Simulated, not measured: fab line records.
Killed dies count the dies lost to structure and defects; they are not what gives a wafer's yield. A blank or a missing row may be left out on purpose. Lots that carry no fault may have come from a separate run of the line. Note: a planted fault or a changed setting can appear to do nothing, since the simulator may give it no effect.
Which tool did it? | flow berkeleyCmos170 | 14 lots, 40 wafers sampled, at 5 steps of a route of 331

WHAT THE GAUGES SHOWED, per wafer
UCB170_SILICIDE_RS_MEAS_02: measurement is done with a four-point probe. Usual: SILICIDE_TI_RS typically reads 26.1 ohm/sq, with standard deviation 0.34.
lot  | measured     | on           | SILICIDE_TI_RS (ohm/sq) | flag
L226 | day 6 22:42  | filmMetro-04 | 26.0 26.3 26.3          | 
L227 | day 6 22:49  | filmMetro-01 | 26.7 26.7 26.4          | 
L231 | day 7 21:46  | filmMetro-04 | 26.1 25.9 25.8          | 
L229 | day 7 21:53  | filmMetro-01 | 26.2 26.3 26.5          | 
L232 | day 8 03:43  | filmMetro-04 | 26.7 26.5 26.7          | 
L233 | day 8 11:11  | filmMetro-04 | 25.9 26.0 26.1          | 
L234 | day 8 11:37  | filmMetro-04 | 25.7 25.9 25.7          | 
L237 | day 9 02:31  | filmMetro-03 | 27.0 26.9 26.7          | 
L235 | day 9 03:16  | filmMetro-04 | 25.8 25.7 25.7          | 
L236 | day 9 04:11  | filmMetro-03 | 25.6 25.9 25.6          | 
L238 | day 9 13:04  | filmMetro-03 | 26.0 26.2 25.9          | 
L240 | day 10 01:20 | filmMetro-01 | 25.5                    | 
L247 | day 11 05:25 | filmMetro-04 | 25.6 26.0 26.0          | 
L248 | day 11 18:00 | filmMetro-03 | 26.0 26.2 26.2          | 

UCB170_M1_CD_MEAS_09: the cd target is 700 nm. Usual: cdNm reads 700.2 nm (standard deviation 1.4).
lot  | measured     | on       | cdNm (nm)         | flag
L226 | day 7 05:05  | cdSem-01 | 698.8 699.6 700.6 | 
L227 | day 7 05:23  | cdSem-02 | 699.0 697.5 699.1 | 
L231 | day 8 03:40  | cdSem-02 | 698.8 699.7 700.1 | 
L229 | day 8 04:07  | cdSem-02 | 700.4 700.6 700.7 | 
L232 | day 8 13:01  | cdSem-02 | 699.3 700.5 699.8 | 
L233 | day 8 17:47  | cdSem-02 | 699.5 696.5 698.5 | 
L234 | day 8 19:31  | cdSem-02 | 704.1 702.7 703.9 | 
L237 | day 9 10:26  | cdSem-02 | 700.7 701.0 701.4 | 
L235 | day 9 12:39  | cdSem-02 | 700.6 700.6 700.5 | 
L236 | day 9 12:58  | cdSem-01 | 699.5 698.7 700.0 | 
L238 | day 9 21:04  | cdSem-01 | 698.8 701.7 699.3 | 
L240 | day 10 08:37 | cdSem-01 | 699.5             | 
L247 | day 11 12:16 | cdSem-02 | 699.9 698.2 698.7 | 
L248 | day 12 00:31 | cdSem-02 | 699.9 701.8 701.2 | 

UCB170_V1_THK_MEAS_04. Usual: V1_POLISHED_THK typically reads 999.9 nm, with standard deviation 1.1.
lot  | measured     | on           | V1_POLISHED_THK (nm) | flag
L226 | day 7 11:14  | filmMetro-02 | 1000.9 1002.2 1002.0 | 
L227 | day 7 11:31  | filmMetro-01 | 1000.7 1001.4 1001.9 | 
L231 | day 8 09:19  | filmMetro-01 | 999.5 998.9 998.3    | 
L229 | day 8 09:17  | filmMetro-02 | 999.3 999.6 999.4    | 
L232 | day 8 19:38  | filmMetro-04 | 1000.0 1000.5 999.9  | 
L233 | day 8 23:34  | filmMetro-01 | 1001.1 998.9 999.7   | 
L234 | day 8 23:35  | filmMetro-02 | 1000.4 998.3 1001.1  | 
L237 | day 9 16:01  | filmMetro-01 | 1000.1 1000.7 998.4  | 
L235 | day 9 16:19  | filmMetro-04 | 1000.2 999.7 998.1   | 
L236 | day 9 16:01  | filmMetro-02 | 999.7 998.9 998.0    | 
L238 | day 10 02:02 | filmMetro-01 | 1000.3 1357.0 998.6  | OFF
L240 | day 10 12:10 | filmMetro-04 | 1359.0               | OFF
L247 | day 11 17:55 | filmMetro-04 | 1000.0 998.5 999.3   | 
L248 | day 12 06:41 | filmMetro-02 | 998.0 999.5 997.9    | 

WHICH TOOL RAN EACH LOT (tool, then ch and the chambers of the sampled wafers, then the start)
lot  | UCB170_SILICIDE_RTA_04          | UCB170_V1_CMP_02
L226 | rtpAnneal-01 ch 0, day 6 22:52  | cmp-02 ch 0,1,3, day 7 10:51
L227 | rtpAnneal-02 ch 0, day 6 23:00  | cmp-02 ch 0,2,3, day 7 11:09
L231 | rtpAnneal-01 ch 0, day 7 21:55  | cmp-01 ch 1,2, day 8 08:55
L229 | rtpAnneal-02 ch 0, day 7 22:04  | cmp-02 ch 0,1,3, day 8 08:52
L232 | rtpAnneal-01 ch 0, day 8 03:53  | cmp-01 ch 0,2,3, day 8 19:13
L233 | rtpAnneal-02 ch 0, day 8 11:22  | cmp-01 ch 0,1,2, day 8 23:08
L234 | rtpAnneal-01 ch 0, day 8 11:46  | cmp-02 ch 1,2,3, day 8 23:14
L237 | rtpAnneal-02 ch 0, day 9 02:42  | cmp-02 ch 0,2,3, day 9 15:35
L235 | rtpAnneal-01 ch 0, day 9 03:27  | cmp-02 ch 1,2,3, day 9 15:56
L236 | rtpAnneal-01 ch 0, day 9 04:22  | cmp-01 ch 1,2, day 9 15:35
L238 | rtpAnneal-02 ch 0, day 9 13:14  | cmp-01 ch 0,2,3, day 10 01:36
L240 | rtpAnneal-02 ch 0, day 10 01:29 | cmp-01 ch 2, day 10 11:55
L247 | rtpAnneal-02 ch 0, day 11 05:35 | cmp-02 ch 0,1,3, day 11 17:29
L248 | rtpAnneal-01 ch 0, day 11 18:10 | cmp-02 ch 0,1,3, day 12 06:23
- UCB170_SILICIDE_RTA_04: time 15 s.
- UCB170_V1_CMP_02: polishes SiO2.

AS READ BY THE TOOLS THEMSELVES (means over the sampled wafers that have a number; for cases with no such wafer, the mark the record gives instead)
UCB170_SILICIDE_RTA_04. Usual: lampPowerPct 9.2 %, standard deviation 0.84; wafer_temp_C_max 652.7, standard deviation 0.82.
lot  | tool         | lampPowerPct (%) | wafer_temp_C_max | flag
L226 | rtpAnneal-01 | 10.1             | 652.9            | 
L227 | rtpAnneal-02 | 8.4              | 651.5            | 
L231 | rtpAnneal-01 | 10.1             | 653.1            | 
L229 | rtpAnneal-02 | 8.4              | 652.7            | 
L232 | rtpAnneal-01 | 10.1             | 653.5            | 
L233 | rtpAnneal-02 | 8.4              | 652.4            | 
L234 | rtpAnneal-01 | 10.1             | 653.1            | 
L237 | rtpAnneal-02 | 8.4              | 652.4            | 
L235 | rtpAnneal-01 | 10.1             | 653.6            | 
L236 | rtpAnneal-01 | 10.1             | 653.4            | 
L238 | rtpAnneal-02 | 8.4              | 652.2            | 
L240 | rtpAnneal-02 | 8.4              | 651.8            | 
L247 | rtpAnneal-02 | 8.4              | 652.3            | 
L248 | rtpAnneal-01 | 10.1             | 652.8            | 

UCB170_V1_CMP_02. Usual: motorCurrentA reads 15.8 A (standard deviation 2.1).
lot  | tool   | motorCurrentA (A) | flag
L226 | cmp-02 | 15.1              | 
L227 | cmp-02 | 15.8              | 
L231 | cmp-01 | 16.5              | 
L229 | cmp-02 | 14.3              | 
L232 | cmp-01 | 17.4              | 
L233 | cmp-01 | 15.7              | 
L234 | cmp-02 | 13.5              | 
L237 | cmp-02 | 14.9              | 
L235 | cmp-02 | 13.8              | 
L236 | cmp-01 | 15.5              | 
L238 | cmp-01 | 17.5              | 
L240 | cmp-01 | 17.0              | 
L247 | cmp-02 | 14.8              | 
L248 | cmp-02 | 14.3              | 

THE ANSWER, worked out from the rows above alone
Rule: lot off if the mean of its wafers having a number is beyond 3 standard deviations from the usual mean. Also off: a lot with no number at a reading for which 4 or more lots have one. Where the step has rows for the other lots, those lots are counted as sound. The gauges are gone through in route order, then the tools' own readings, and for those a lot's mean is taken as printed above. The first step at which some lot is off is used, and at that step the reading that is off furthest; a lot without a number counts as furthest.
Off: L238, L240, seen at UCB170_V1_THK_MEAS_04 (V1_POLISHED_THK).
A tool fits if, at a process step before that reading, it ran every lot that is off, and no sound lot after the first of them. Gauges at UCB170_V1_THK_MEAS_04: tried the same way as those tools. One fits: cmp-01 at UCB170_V1_CMP_02. A fault onset in the window from L236 (day 9 15:35, its last sound lot) to L238 (day 10 01:36, its first lot off) fits.

WHAT HAD BEEN PUT IN BY THE SIMULATOR
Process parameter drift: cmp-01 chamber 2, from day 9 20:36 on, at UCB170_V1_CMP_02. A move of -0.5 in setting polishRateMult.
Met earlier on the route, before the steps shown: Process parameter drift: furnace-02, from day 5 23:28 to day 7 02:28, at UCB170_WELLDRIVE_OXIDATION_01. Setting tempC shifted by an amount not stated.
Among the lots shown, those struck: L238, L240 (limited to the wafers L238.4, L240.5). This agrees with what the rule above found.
